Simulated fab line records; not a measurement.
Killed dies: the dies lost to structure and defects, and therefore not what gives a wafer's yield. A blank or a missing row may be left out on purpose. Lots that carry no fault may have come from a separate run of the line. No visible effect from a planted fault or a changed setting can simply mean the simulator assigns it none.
fab line records -- flow berkeley_cmos170
record lots=5, wafers=23
route steps=331 shown NWELL@18 PWELL@49 WELLDRIVE@56 NVT@111 PLDD@154 NLDD@161 M1@238 V1@268
start_h: start of the lot's first displayed wafer, in hours after the record's first day -- wait_h: hours since the lot's step before -- " unchanged from the row above -- L1.1+2: a row that stands for several wafers -- - no value present, or no start provided -- * or withheld: withheld -- < > ~ a bound
route shown NAME@n: a module of which the file shows steps, and the number in the route of the first -- usual: mean/standard deviation taken from wafers without a fault -- same: alike in all rows -- chamber/n: place in a boat -- sites: readings site by site -- _std_site: the standard deviation of these -- _edge_site: inner sites' mean taken away from outer sites' mean -- radius_mm: for every site, how far away it sits from the centre of the wafer -- mask NAME#n: copy n -- behind: the most recent tool/chamber to have shaped the wafer -- hold: the reason the lot was held/the length of the hold in hours/how it ended -- device: the transistor (n, p or np) that didn't switch -- end of line: the route-end tests of the same wafers -- a step given without rows: its recipe and nothing more -- killed: dies lost to structure and defects at the first sort, not the wafer's yield -- map: a wafer's dies, x killed, . not, _ none there
set.NAME: the setting the step ran with; set.NAME@STEP: the setting that earlier step ran with -- model.NAME: the simulator's own value behind a step, which no gauge read
lots with deliberately changed settings; one table per step, one row per wafer
## steps
# step UCB170_NWELL_CVD_04
# recipe material=Si3N4, target_thk_nm=224, temp_c=800, precursor=SiH2Cl2/NH3, time_s=3360, pressure_mtorr=200, sih2cl2_flow_sccm=25, nh3_flow_sccm=75
lot.wafer,tool,chamber,start_h,wait_h,set.time_s,model.Si3N4_of_NWELL_CVD_04.thk_nm
L075.1,-,-,-,0.0,3757,249.3
L075.2,-,-,-,0.0,3757,248.9
L075.3,-,-,-,0.0,3757,248.8
L075.4,-,-,-,0.0,3757,250.3
L075.5,-,-,-,0.0,3757,247.7
L079.1,-,-,-,0.0,3701,248.2
L079.2,-,-,-,0.0,3701,249.9
L079.3,-,-,-,0.0,3701,248.6
L079.4,-,-,-,0.0,3701,247
L079.5,-,-,-,0.0,3701,249.5
L080.2,-,-,-,0.0,3055,201.7
L080.3,-,-,-,0.0,3055,203
L080.4,-,-,-,0.0,3055,202.4
L080.5,-,-,-,0.0,3055,202.1
L080.6,-,-,-,0.0,3055,200.2
L082.2,lpcvd-02,0,70.66,0.0,3360,224
L082.4,lpcvd-02,0,70.66,0.0,3360,223.2
L082.6,lpcvd-02,0,70.66,0.0,3360,223.5
L085.2,-,-,-,0.4,3026,205.2
L085.3,-,-,-,0.4,3026,203.9
L085.4,-,-,-,0.4,3026,203.5
L085.5,-,-,-,0.4,3026,203.1
L085.6,-,-,-,0.4,3026,202.4
# step UCB170_NWELL_THK_MEAS_05
# recipe reads=Si3N4_of_NWELL_CVD_04
# usual NWELL_NITRIDE_THK=225.1/2.5
lot.wafer,tool,chamber,start_h,wait_h,set.time_s@NWELL_CVD_04,NWELL_NITRIDE_THK[nm]
L075.1,film_metro-03,-,-,-,3757,249.2
L075.2,film_metro-03,-,-,-,3757,248.8
L075.3,film_metro-03,-,-,-,3757,249.1
L075.4,film_metro-03,-,-,-,3757,250.4
L075.5,film_metro-03,-,-,-,3757,247.8
L079.1,film_metro-02,-,-,-,3701,248.3
L079.2,film_metro-02,-,-,-,3701,249.9
L079.3,film_metro-02,-,-,-,3701,248.5
L079.4,film_metro-02,-,-,-,3701,246.9
L079.5,film_metro-02,-,-,-,3701,249.4
L080.2,film_metro-01,-,-,-,3055,201.6
L080.3,film_metro-01,-,-,-,3055,203.1
L080.4,film_metro-01,-,-,-,3055,202.4
L080.5,film_metro-01,-,-,-,3055,202.0
L080.6,film_metro-01,-,-,-,3055,200.3
L082.2,film_metro-02,-,73.60,0.0,3360,224.1
L082.4,film_metro-02,-,73.60,0.0,3360,223.3
L082.6,film_metro-02,-,73.60,0.0,3360,223.5
L085.2,film_metro-01,-,-,-,3026,205.3
L085.3,film_metro-01,-,-,-,3026,203.9
L085.4,film_metro-01,-,-,-,3026,203.6
L085.5,film_metro-01,-,-,-,3026,203.1
L085.6,film_metro-01,-,-,-,3026,202.5
# step UCB170_NWELL_DEVELOP_11
# recipe developer=TMAH, develop_time_s=45, resist=KrF, dev_temp_c=21
lot.wafer,tool,chamber,start_h,wait_h,set.dev_temp_c
L075.1+4+5,litho_track-03,0,-,-,18.1
L075.2+3,litho_track-03,0,-,-,21
L079.1+2+3+4+5,litho_track-01,0,-,-,21
L080.2+3+6,litho_track-04,0,-,-,21
L080.4+5,litho_track-04,0,-,-,22.36
L082.2+4+6,litho_track-03,0,-,-,21
L085.2+4,litho_track-01,0,-,-,23.12
L085.3+5+6,litho_track-01,0,-,-,21
# step UCB170_NWELL_ETCH_13
# recipe chemistry=CH3F/Ar/O2, target=Si3N4, stop_on=SiO2, CH3F_flow_sccm=20, Ar_flow_sccm=50, O2_flow_sccm=7, pressure_mtorr=50, rf_w=450, target_depth_a=2464, over_etch_frac=0.1, time_s=154
# usual oes_product_au=0.946/0.016
lot.wafer,tool,chamber,start_h,wait_h,set.time_s@NWELL_CVD_04,oes_product_au,model.etch.depth_nm
L075.1,rie_diel-03,1,43.00,0.0,3757,0.978,247.1
L075.2,rie_diel-03,2,43.00,0.0,3757,0.980,247.1
L075.3,rie_diel-03,0,43.00,0.0,3757,0.990,244.6
L075.4,rie_diel-03,3,43.00,0.0,3757,0.984,250.3
L075.5,rie_diel-03,2,43.00,0.0,3757,0.977,247.7
L079.1,rie_diel-02,3,56.55,0.0,3701,0.984,248
L079.2,rie_diel-02,2,56.55,0.0,3701,1.014,245.4
L079.3,rie_diel-02,0,56.55,0.0,3701,0.992,239
L079.4,rie_diel-02,1,56.55,0.0,3701,1.009,246
L079.5,rie_diel-02,3,56.55,0.0,3701,0.989,249.2
L080.2,rie_diel-03,0,57.10,0.0,3055,0.881,201.7
L080.3,rie_diel-03,3,57.10,0.0,3055,0.867,203
L080.4,rie_diel-03,2,57.10,0.0,3055,0.877,202.4
L080.5,rie_diel-03,3,57.10,0.0,3055,0.867,202.1
L080.6,rie_diel-03,0,57.10,0.0,3055,0.878,200.2
L082.2,rie_diel-01,2,76.17,0.0,3360,0.959,224
L082.4,rie_diel-01,0,76.17,0.0,3360,0.936,223.2
L082.6,rie_diel-01,2,76.17,0.0,3360,0.956,223.5
L085.2,rie_diel-01,0,88.18,0.0,3026,0.895,205.2
L085.3,rie_diel-01,1,88.18,0.0,3026,0.893,203.9
L085.4,rie_diel-01,3,88.18,0.0,3026,0.898,203.5
L085.5,rie_diel-01,1,88.18,0.0,3026,0.889,203.1
L085.6,rie_diel-01,2,88.18,0.0,3026,0.908,202.4
# step UCB170_PWELL_IMPLANT_15
# recipe species=B, dose_cm2=5e+12, energy_kev=60, tilt_deg=7
lot.wafer,tool,chamber,start_h,wait_h,set.dose_cm2
L075.1+2+3+4+5,implanter-03,0,58.69,0.1,5e+12
L079.1+2+3,implanter-03,0,78.24,0.1,4.75e+12
L079.4+5,implanter-03,0,78.24,0.1,5e+12
L080.2+5,implanter-02,0,78.54,0.1,5.355e+12
L080.3+4+6,implanter-02,0,78.54,0.1,5e+12
L082.2+4+6,implanter-02,0,89.42,0.1,5e+12
L085.2+3+4+5+6,implanter-03,0,107.02,0.1,5e+12
# step UCB170_PWELL_STRIP_16
# recipe chemistry=O2, power_w=400, pressure_mtorr=3500, platen_temp_c=withheld, o2_flow_sccm=400, overash_fraction=0.5
# step UCB170_PWELL_TW_MEAS_17
# usual PWELL_TW=380.1/2.9
lot.wafer,tool,chamber,start_h,wait_h,set.dose_cm2@PWELL_IMPLANT_15,PWELL_TW
L075.1,film_metro-01,-,58.94,0.1,5e+12,382.7
L075.2,film_metro-01,-,58.94,0.1,5e+12,382.8
L075.3,film_metro-01,-,58.94,0.1,5e+12,383.8
L075.4,film_metro-01,-,58.94,0.1,5e+12,379.1
L075.5,film_metro-01,-,58.94,0.1,5e+12,379.9
L079.1,film_metro-01,-,78.49,0.1,4.75e+12,374.6
L079.2,film_metro-01,-,78.49,0.1,4.75e+12,374.8
L079.3,film_metro-01,-,78.49,0.1,4.75e+12,375.6
L079.4,film_metro-01,-,78.49,0.1,5e+12,381.0
L079.5,film_metro-01,-,78.49,0.1,5e+12,379.4
L080.2,film_metro-04,-,78.77,0.1,5.355e+12,384.8
L080.3,film_metro-04,-,78.77,0.1,5e+12,375.9
L080.4,film_metro-04,-,78.77,0.1,5e+12,376.2
L080.5,film_metro-04,-,78.77,0.1,5.355e+12,382.7
L080.6,film_metro-04,-,78.77,0.1,5e+12,377.2
L082.2,film_metro-04,-,89.66,0.1,5e+12,375.5
L082.4,film_metro-04,-,89.66,0.1,5e+12,375.7
L082.6,film_metro-04,-,89.66,0.1,5e+12,374.3
L085.2,film_metro-01,-,107.26,0.1,5e+12,381.8
L085.3,film_metro-01,-,107.26,0.1,5e+12,382.3
L085.4,film_metro-01,-,107.26,0.1,5e+12,380.8
L085.5,film_metro-01,-,107.26,0.1,5e+12,383.4
L085.6,film_metro-01,-,107.26,0.1,5e+12,381.4
# step UCB170_WELLDRIVE_OXIDATION_01
# recipe temp_c=1100, ambient=O2, target_thk_a=1990, ox_time_s=9000
lot.wafer,tool,chamber,start_h,wait_h,set.ox_time_s,model.SiO2_of_WELLDRIVE_OXIDATION_01.thk_nm
L075.1+4,-,-,-,3.8,7679,183
L075.2,-,-,-,3.8,7679,184.7
L075.3,-,-,-,3.8,7679,186.6
L075.5,-,-,-,3.8,7679,185.3
L079.1,-,-,-,2.0,10040,208.6
L079.2,-,-,-,2.0,10040,215.2
L079.3,-,-,-,2.0,10040,213.4
L079.4,-,-,-,2.0,10040,209.7
L079.5,-,-,-,2.0,10040,211.6
L080.2,-,-,-,1.2,9844,217
L080.3,-,-,-,1.2,9844,217.3
L080.4,-,-,-,1.2,9844,215.4
L080.5,-,-,-,1.2,9844,216.6
L080.6,-,-,-,1.2,9844,215.6
L082.2,furnace-02,0,97.64,3.1,9000,200.9
L082.4,furnace-02,0,97.64,3.1,9000,202.4
L082.6,furnace-02,0,97.64,3.1,9000,201.9
L085.2,-,-,-,1.7,9865,212.3
L085.3,-,-,-,1.7,9865,212.9
L085.4,-,-,-,1.7,9865,214.1
L085.5,-,-,-,1.7,9865,213.1
L085.6,-,-,-,1.7,9865,213.2
# step UCB170_WELLDRIVE_THK_MEAS_02
# recipe reads=SiO2_of_WELLDRIVE_OXIDATION_01
# usual WELLDRIVE_OXIDE_THK=200.7/2.6
lot.wafer,tool,chamber,start_h,wait_h,set.ox_time_s@WELLDRIVE_OXIDATION_01,WELLDRIVE_OXIDE_THK[nm]
L075.1,film_metro-04,-,-,-,7679,183.0
L075.2,film_metro-04,-,-,-,7679,184.6
L075.3,film_metro-04,-,-,-,7679,186.5
L075.4,film_metro-04,-,-,-,7679,183.1
L075.5,film_metro-04,-,-,-,7679,185.5
L079.1,film_metro-02,-,-,-,10040,208.6
L079.2,film_metro-02,-,-,-,10040,215.5
L079.3,film_metro-02,-,-,-,10040,213.4
L079.4,film_metro-02,-,-,-,10040,209.5
L079.5,film_metro-02,-,-,-,10040,211.6
L080.2,film_metro-04,-,-,-,9844,217.1
L080.3,film_metro-04,-,-,-,9844,217.3
L080.4,film_metro-04,-,-,-,9844,215.3
L080.5,film_metro-04,-,-,-,9844,216.8
L080.6,film_metro-04,-,-,-,9844,215.6
L082.2,film_metro-02,-,101.15,0.0,9000,200.9
L082.4,film_metro-02,-,101.15,0.0,9000,202.3
L082.6,film_metro-02,-,101.15,0.0,9000,201.9
L085.2,film_metro-02,-,-,-,9865,212.3
L085.3,film_metro-02,-,-,-,9865,212.9
L085.4,film_metro-02,-,-,-,9865,214.5
L085.5,film_metro-02,-,-,-,9865,213.0
L085.6,film_metro-02,-,-,-,9865,213.1
# step UCB170_NVT_IMPLANT_07
# recipe species=BF2, dose_cm2=3e+12, energy_kev=50, tilt_deg=7
lot.wafer,tool,chamber,start_h,wait_h,set.energy_kev,model.implant.rp_nm,model.implant.drp_nm
L075.1+2,implanter-02,0,115.73,0.0,48.51,35.72,18.17
L075.3+4+5,implanter-02,0,115.73,0.0,50,36.8,18.57
L079.1+2+4,implanter-04,0,141.61,0.0,48.56,35.24,18.18
L079.3+5,implanter-04,0,141.61,0.0,50,36.27,18.57
L080.2+3+4+5+6,implanter-02,0,141.81,0.0,50,37.1,18.57
L082.2+4+6,implanter-02,0,150.14,0.0,50,36.71,18.57
L085.2+3+5,implanter-03,0,170.41,0.0,47.31,35.35,17.85
L085.4+6,implanter-03,0,170.41,0.0,50,37.34,18.57
# step UCB170_NVT_STRIP_08
# recipe chemistry=O2, power_w=400, pressure_mtorr=3500, platen_temp_c=withheld, o2_flow_sccm=400, overash_fraction=0.5
# step UCB170_NVT_TW_MEAS_09
# usual NVT_TW=524/3
lot.wafer,tool,chamber,start_h,wait_h,set.energy_kev@NVT_IMPLANT_07,NVT_TW
L075.1,film_metro-03,-,115.98,0.1,48.51,522
L075.2,film_metro-03,-,115.98,0.1,48.51,520
L075.3,film_metro-03,-,115.98,0.1,50,529
L075.4,film_metro-03,-,115.98,0.1,50,527
L075.5,film_metro-03,-,115.98,0.1,50,525
L079.1,film_metro-03,-,141.86,0.1,48.56,521
L079.2,film_metro-03,-,141.86,0.1,48.56,521
L079.3,film_metro-03,-,141.86,0.1,50,529
L079.4,film_metro-03,-,141.86,0.1,48.56,524
L079.5,film_metro-03,-,141.86,0.1,50,528
L080.2,film_metro-01,-,142.05,0.1,50,526
L080.3,film_metro-01,-,142.05,0.1,50,527
L080.4,film_metro-01,-,142.05,0.1,50,528
L080.5,film_metro-01,-,142.05,0.1,50,527
L080.6,film_metro-01,-,142.05,0.1,50,525
L082.2,film_metro-02,-,150.37,0.1,50,524
L082.4,film_metro-02,-,150.37,0.1,50,520
L082.6,film_metro-02,-,150.37,0.1,50,525
L085.2,film_metro-02,-,170.65,0.1,47.31,511
L085.3,film_metro-02,-,170.65,0.1,47.31,511
L085.4,film_metro-02,-,170.65,0.1,50,518
L085.5,film_metro-02,-,170.65,0.1,47.31,512
L085.6,film_metro-02,-,170.65,0.1,50,521
# step UCB170_PLDD_IMPLANT_09
# recipe species=BF2, dose_cm2=5e+13, energy_kev=10, tilt_deg=7, rotation_deg=180
lot.wafer,tool,chamber,start_h,wait_h,set.dose_cm2
L075.1+3,implanter-01,0,134.47,0.1,5e+13
L075.2+4+5,implanter-01,0,134.47,0.1,5.287e+13
L079.1+2+5,implanter-03,0,157.41,0.1,5e+13
L079.3+4,implanter-03,0,157.41,0.1,4.677e+13
L080.2+3+4+5+6,implanter-02,0,157.58,0.1,5e+13
L082.2+4+6,implanter-02,0,169.19,0.1,5e+13
L085.2+4+6,implanter-01,0,194.41,0.1,5.325e+13
L085.3+5,implanter-01,0,194.41,0.1,5e+13
# step UCB170_NLDD_EXPOSE_03
# recipe mask_id=NSELECT, na=0.5, sigma_outer=0.6, source_shape=conventional, target_cd_nm=1200, dose_mj=30
lot.wafer,tool,chamber,start_h,wait_h,mask,set.dose_mj
L075.1+2+4,krf_scanner-01,0,135.42,0.1,NSELECT#0,30
L075.3+5,krf_scanner-01,0,135.42,0.1,NSELECT#0,31.5
L079.1+3+5,krf_scanner-01,0,158.55,0.3,NSELECT#0,30
L079.2+4,krf_scanner-01,0,158.55,0.3,NSELECT#0,28.94
L080.2+5+6,krf_scanner-02,0,158.94,0.2,NSELECT#0,30
L080.3+4,krf_scanner-02,0,158.94,0.2,NSELECT#0,31.59
L082.2+4+6,krf_scanner-01,0,170.87,0.2,NSELECT#0,30
L085.2+3+4+5+6,krf_scanner-01,0,195.34,0.1,NSELECT#0,30
# step UCB170_NLDD_PEB_04
# recipe peb_temp_c=130, peb_time_s=withheld, resist=KrF
# step UCB170_NLDD_DEVELOP_05
# recipe developer=TMAH, develop_time_s=45, resist=KrF, dev_temp_c=21
# step UCB170_NLDD_CD_MEAS_06
# recipe target_cd_nm=1200
# usual cd_nm=1199.6/1.1
lot.wafer,tool,chamber,start_h,wait_h,set.dose_mj@NLDD_EXPOSE_03,cd_nm
L075.1,cd_sem-02,-,135.95,-,30,1198.2
L075.2,cd_sem-02,-,135.95,-,30,1200.4
L075.3,cd_sem-02,-,135.95,-,31.5,1208.0
L075.4,cd_sem-02,-,135.95,-,30,1199.2
L075.5,cd_sem-02,-,135.95,-,31.5,1207.7
L079.1,cd_sem-02,-,158.98,-,30,1197.6
L079.2,cd_sem-02,-,158.98,-,28.94,1193.4
L079.3,cd_sem-02,-,158.98,-,30,1198.7
L079.4,cd_sem-02,-,158.98,-,28.94,1193.8
L079.5,cd_sem-02,-,158.98,-,30,1200.3
L080.2,cd_sem-01,-,159.33,-,30,1198.1
L080.3,cd_sem-01,-,159.33,-,31.59,1207.7
L080.4,cd_sem-01,-,159.33,-,31.59,1208.9
L080.5,cd_sem-01,-,159.33,-,30,1198.6
L080.6,cd_sem-01,-,159.33,-,30,1198.5
L082.2,cd_sem-02,-,171.58,-,30,1198.8
L082.4,cd_sem-02,-,171.58,-,30,1198.7
L082.6,cd_sem-02,-,171.58,-,30,1200.3
L085.2,cd_sem-02,-,195.88,-,30,1198.8
L085.3,cd_sem-02,-,195.88,-,30,1199.1
L085.4,cd_sem-02,-,195.88,-,30,1199.5
L085.5,cd_sem-02,-,195.88,-,30,1198.6
L085.6,cd_sem-02,-,195.88,-,30,1198.5
# step UCB170_NLDD_IMPLANT_08
# recipe species=As, dose_cm2=5e+13, energy_kev=30, tilt_deg=7, rotation_deg=0
lot.wafer,tool,chamber,start_h,wait_h,set.dose_cm2
L075.1+4,implanter-04,0,136.10,0.0,4.717e+13
L075.2+3+5,implanter-04,0,136.10,0.0,5e+13
L079.1+4+5,implanter-03,0,159.13,0.0,4.802e+13
L079.2+3,implanter-03,0,159.13,0.0,5e+13
L080.2+6,implanter-01,0,159.49,0.0,5e+13
L080.3+4+5,implanter-01,0,159.49,0.0,4.842e+13
L082.2+4+6,implanter-03,0,171.74,0.0,5e+13
L085.2+3+4,implanter-01,0,196.04,0.0,4.644e+13
L085.5+6,implanter-01,0,196.04,0.0,5e+13
# step UCB170_M1_SPUTTER_00
# recipe material=Al, target_thk_nm=600, time_s=80, power_w=6000, chamber_pressure_pa=0.5
lot.wafer,tool,chamber,start_h,wait_h,set.chamber_pressure_pa,model.Al_of_M1_SPUTTER_00.thk_nm
L075.1+2,pvd_sputter-04,-,152.59,0.0,0.4584,612
L075.3,pvd_sputter-04,-,152.59,0.0,0.4584,611.1
L075.4,pvd_sputter-04,-,152.59,0.0,0.4584,615.8
L075.5,pvd_sputter-04,-,152.59,0.0,0.4584,606.6
L079.1,pvd_sputter-01,-,175.96,0.0,0.5718,575.1
L079.2,pvd_sputter-01,-,175.96,0.0,0.5718,566.4
L079.3,pvd_sputter-01,-,175.96,0.0,0.5718,565.6
L079.4,pvd_sputter-01,-,175.96,0.0,0.5718,574.4
L079.5,pvd_sputter-01,-,175.96,0.0,0.5718,569.2
L080.2,pvd_sputter-03,-,176.41,0.0,0.4737,598.1
L080.3,pvd_sputter-03,-,176.41,0.0,0.4737,601.9
L080.4,pvd_sputter-03,-,176.41,0.0,0.4737,604.5
L080.5,pvd_sputter-03,-,176.41,0.0,0.4737,600.1
L080.6,pvd_sputter-03,-,176.41,0.0,0.4737,598.4
L082.2,pvd_sputter-04,-,187.37,0.0,0.5,592.7
L082.4,pvd_sputter-04,-,187.37,0.0,0.5,594.1
L082.6,pvd_sputter-04,-,187.37,0.0,0.5,593.1
L085.2,pvd_sputter-04,-,218.53,0.0,0.5611,581.6
L085.3,pvd_sputter-04,-,218.53,0.0,0.5611,581.7
L085.4,pvd_sputter-04,-,218.53,0.0,0.5611,585
L085.5,pvd_sputter-04,-,218.53,0.0,0.5611,586.6
L085.6,pvd_sputter-04,-,218.53,0.0,0.5611,587.1
# step UCB170_M1_COAT_04
# recipe resist=KrF, spin_rpm=1500, resist_thk_nm=900
lot.wafer,tool,chamber,start_h,wait_h,set.resist_thk_nm,model.KrF_of_M1_COAT_04.thk_nm
L075.1,litho_track-04,0,-,-,900,898.5
L075.2,litho_track-04,0,-,-,900,900.1
L075.3,litho_track-04,0,-,-,865.9,865.1
L075.4,litho_track-04,0,-,-,900,900.8
L075.5,litho_track-04,0,-,-,865.9,865.3
L079.1,litho_track-02,0,-,-,950.3,952.6
L079.2,litho_track-02,0,-,-,950.3,955
L079.3,litho_track-02,0,-,-,900,904.3
L079.4,litho_track-02,0,-,-,900,903.5
L079.5,litho_track-02,0,-,-,900,901.8
L080.2,litho_track-03,0,-,-,900,897.6
L080.3,litho_track-03,0,-,-,900,897.5
L080.4,litho_track-03,0,-,-,900,897.3
L080.5,litho_track-03,0,-,-,900,900.6
L080.6,litho_track-03,0,-,-,900,897.4
L082.2,litho_track-03,0,-,-,900,901.2
L082.4,litho_track-03,0,-,-,900,902.9
L082.6,litho_track-03,0,-,-,900,902
L085.2,litho_track-03,0,-,-,900,900.2
L085.3,litho_track-03,0,-,-,882.5,884.9
L085.4,litho_track-03,0,-,-,882.5,884
L085.5,litho_track-03,0,-,-,900,900.6
L085.6,litho_track-03,0,-,-,900,901
# step UCB170_M1_SOFTBAKE_05
# recipe resist=KrF, temp_c=130, time_s=60
# step UCB170_M1_EXPOSE_06
# recipe mask_id=METAL1, target_cd_nm=700, na=0.5, sigma_outer=0.6, source_shape=conventional, dose_mj=21
# step UCB170_M1_ETCH_11
# recipe chemistry=N2/H2, target_depth_a=withheld, overetch_a=withheld, target=BARC, time_s=withheld, source_w=500, bias_w=100, pressure_mtorr=30, n2_flow_sccm=100, h2_flow_sccm=200
# step UCB170_M1_METAL_ETCH_12
# recipe chemistry=Cl2/BCl3, target=Al, stop_on=PSG, pressure_mtorr=12, target_depth_a=7800, over_etch_frac=0.3, time_s=130, icp_w=600, bias_w=120, Cl2_flow_sccm=90, bcl3_flow_sccm=45
lot.wafer,tool,chamber,start_h,wait_h,set.resist_thk_nm@M1_COAT_04,model.KrF_of_M1_COAT_04.thk_nm
L075.1,rie_metal-03,0,154.04,-,900,432.7
L075.2,rie_metal-03,1,154.04,-,900,437.6
L075.3,rie_metal-03,0,154.04,-,865.9,397.2
L075.4,rie_metal-03,1,154.04,-,900,436.3
L075.5,rie_metal-03,1,154.04,-,865.9,398.6
L079.1,rie_metal-03,1,177.76,-,950.3,488.9
L079.2,rie_metal-03,0,177.76,-,950.3,491.4
L079.3,rie_metal-03,0,177.76,-,900,441.8
L079.4,rie_metal-03,1,177.76,-,900,437.1
L079.5,rie_metal-03,0,177.76,-,900,440.4
L080.2,rie_metal-02,1,178.21,-,900,429
L080.3,rie_metal-02,0,178.21,-,900,451.6
L080.4,rie_metal-02,1,178.21,-,900,428
L080.5,rie_metal-02,0,178.21,-,900,454.1
L080.6,rie_metal-02,1,178.21,-,900,430.8
L082.2,rie_metal-03,1,188.65,-,900,434.9
L082.4,rie_metal-03,1,188.65,-,900,438.9
L082.6,rie_metal-03,1,188.65,-,900,433.4
L085.2,rie_metal-02,1,220.05,-,900,427.7
L085.3,rie_metal-02,1,220.05,-,882.5,411.7
L085.4,rie_metal-02,1,220.05,-,882.5,412.6
L085.5,rie_metal-02,1,220.05,-,900,427.8
L085.6,rie_metal-02,1,220.05,-,900,426
# step UCB170_V1_ETCH_14
# recipe chemistry=CHF3/CF4/Ar, target=SiO2, stop_on=Al, CHF3_flow_sccm=45, cf4_flow_sccm=15, Ar_flow_sccm=150, pressure_mtorr=200, rf_w=700, target_depth_a=12500, over_etch_frac=0.25, time_s=291
lot.wafer,tool,chamber,start_h,wait_h,set.time_s,model.KrF_of_V1_COAT_07.thk_nm
L075.1,rie_diel-02,3,160.95,0.0,291,601.4
L075.2,rie_diel-02,1,160.95,0.0,291,604.9
L075.3,rie_diel-02,0,160.95,0.0,291,607.6
L075.4,rie_diel-02,1,160.95,0.0,291,602.5
L075.5,rie_diel-02,3,160.95,0.0,291,597.8
L079.1,rie_diel-01,3,189.29,0.0,291,613.9
L079.2,rie_diel-01,0,189.29,0.0,291,603.4
L079.3,rie_diel-01,2,189.29,0.0,291,605.6
L079.4,rie_diel-01,1,189.29,0.0,324.8,575.2
L079.5,rie_diel-01,0,189.29,0.0,324.8,571.4
L080.2,rie_diel-04,3,189.59,0.0,323.4,578.9
L080.3,rie_diel-04,0,189.59,0.0,291,610
L080.4,rie_diel-04,1,189.59,0.0,291,609.5
L080.5,rie_diel-04,1,189.59,0.0,291,609.7
L080.6,rie_diel-04,2,189.59,0.0,323.4,573.6
L082.2,rie_diel-04,3,197.84,0.0,291,607
L082.4,rie_diel-04,2,197.84,0.0,291,606
L082.6,rie_diel-04,1,197.84,0.0,291,610
L085.2,rie_diel-01,0,227.49,0.0,326.3,568.5
L085.3,rie_diel-01,2,227.49,0.0,326.3,579
L085.4,rie_diel-01,0,227.49,0.0,326.3,572.1
L085.5,rie_diel-01,2,227.49,0.0,291,608.5
L085.6,rie_diel-01,0,227.49,0.0,291,603.9
# step UCB170_V1_STRIP_15
# recipe chemistry=O2, power_w=400, pressure_mtorr=3500, platen_temp_c=withheld, o2_flow_sccm=400, overash_fraction=0.5
# usual strip_time_to_endpoint_s=15.29/0.1
lot.wafer,tool,chamber,start_h,wait_h,set.time_s@V1_ETCH_14,strip_time_to_endpoint_s
L075.1,plasma_asher-02,0,161.12,0.1,291,15.11
L075.2,plasma_asher-02,1,161.12,0.1,291,15.19
L075.3,plasma_asher-02,0,161.12,0.1,291,15.25
L075.4,plasma_asher-02,1,161.12,0.1,291,15.14
L075.5,plasma_asher-02,1,161.12,0.1,291,15.02
L079.1,plasma_asher-03,1,189.47,0.1,291,15.40
L079.2,plasma_asher-03,0,189.47,0.1,291,15.16
L079.3,plasma_asher-03,0,189.47,0.1,291,15.21
L079.4,plasma_asher-03,1,189.47,0.1,324.8,14.50
L079.5,plasma_asher-03,1,189.47,0.1,324.8,14.40
L080.2,plasma_asher-01,1,189.77,0.1,323.4,14.57
L080.3,plasma_asher-01,1,189.77,0.1,291,15.31
L080.4,plasma_asher-01,0,189.77,0.1,291,15.31
L080.5,plasma_asher-01,0,189.77,0.1,291,15.30
L080.6,plasma_asher-01,1,189.77,0.1,323.4,14.45
L082.2,plasma_asher-02,0,198.02,0.1,291,15.25
L082.4,plasma_asher-02,0,198.02,0.1,291,15.21
L082.6,plasma_asher-02,0,198.02,0.1,291,15.30
L085.2,plasma_asher-02,0,227.76,0.2,326.3,14.34
L085.3,plasma_asher-02,1,227.76,0.2,326.3,14.58
L085.4,plasma_asher-02,0,227.76,0.2,326.3,14.42
L085.5,plasma_asher-02,0,227.76,0.2,291,15.27
L085.6,plasma_asher-02,1,227.76,0.2,291,15.17
## key
split step=UCB170_NWELL_CVD_04, setting=time_s, stated=3360, by=lot
response step=UCB170_NWELL_CVD_04, reading=model.Si3N4_of_NWELL_CVD_04.thk_nm, change=+2.24, per=1%, r=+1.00
response step=UCB170_NWELL_THK_MEAS_05, reading=NWELL_NITRIDE_THK, change=+2.24, per=1%, r=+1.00
response step=UCB170_NWELL_ETCH_13, reading=oes_product_au, change=+0.00501, per=1%, r=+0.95
response step=UCB170_NWELL_ETCH_13, reading=model.etch.depth_nm, change=+2.13, per=1%, r=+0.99
split step=UCB170_NWELL_DEVELOP_11, setting=dev_temp_c, stated=21, by=wafer
response none clear
split step=UCB170_PWELL_IMPLANT_15, setting=dose_cm2, stated=5e+12, by=wafer
response step=UCB170_PWELL_TW_MEAS_17, reading=PWELL_TW, change=+1.04, per=1%, r=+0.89
split step=UCB170_WELLDRIVE_OXIDATION_01, setting=ox_time_s, stated=9000, by=lot
response step=UCB170_WELLDRIVE_OXIDATION_01, reading=model.SiO2_of_WELLDRIVE_OXIDATION_01.thk_nm, change=+1.16, per=1%, r=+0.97
response step=UCB170_WELLDRIVE_THK_MEAS_02, reading=WELLDRIVE_OXIDE_THK, change=+1.16, per=1%, r=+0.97
split step=UCB170_NVT_IMPLANT_07, setting=energy_kev, stated=50, by=wafer
response step=UCB170_NVT_IMPLANT_07, reading=model.implant.rp_nm, change=+0.366, per=1%, r=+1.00
response step=UCB170_NVT_IMPLANT_07, reading=model.implant.drp_nm, change=+0.134, per=1%, r=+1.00
response step=UCB170_NVT_TW_MEAS_09, reading=NVT_TW, change=+1.73, per=1%, r=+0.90
split step=UCB170_PLDD_IMPLANT_09, setting=dose_cm2, stated=5e+13, by=wafer
response none in this file
split step=UCB170_NLDD_EXPOSE_03, setting=dose_mj, stated=30, by=wafer
response step=UCB170_NLDD_CD_MEAS_06, reading=cd_nm, change=+1.74, per=1%, r=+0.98
split step=UCB170_NLDD_IMPLANT_08, setting=dose_cm2, stated=5e+13, by=wafer
response none in this file
split step=UCB170_M1_SPUTTER_00, setting=chamber_pressure_pa, stated=0.5, by=lot
response step=UCB170_M1_SPUTTER_00, reading=model.Al_of_M1_SPUTTER_00.thk_nm, change=-1.47, per=1%, r=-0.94
split step=UCB170_M1_COAT_04, setting=resist_thk_nm, stated=900, by=wafer
response step=UCB170_M1_COAT_04, reading=model.KrF_of_M1_COAT_04.thk_nm, change=+9.01, per=1%, r=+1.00
response step=UCB170_M1_METAL_ETCH_12, reading=model.KrF_of_M1_COAT_04.thk_nm, change=+9.18, per=1%, r=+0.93
split step=UCB170_V1_ETCH_14, setting=time_s, stated=291, by=wafer
response step=UCB170_V1_ETCH_14, reading=model.KrF_of_V1_COAT_07.thk_nm, change=-2.89, per=1%, r=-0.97
response step=UCB170_V1_STRIP_15, reading=strip_time_to_endpoint_s, change=*, per=1%, r=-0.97
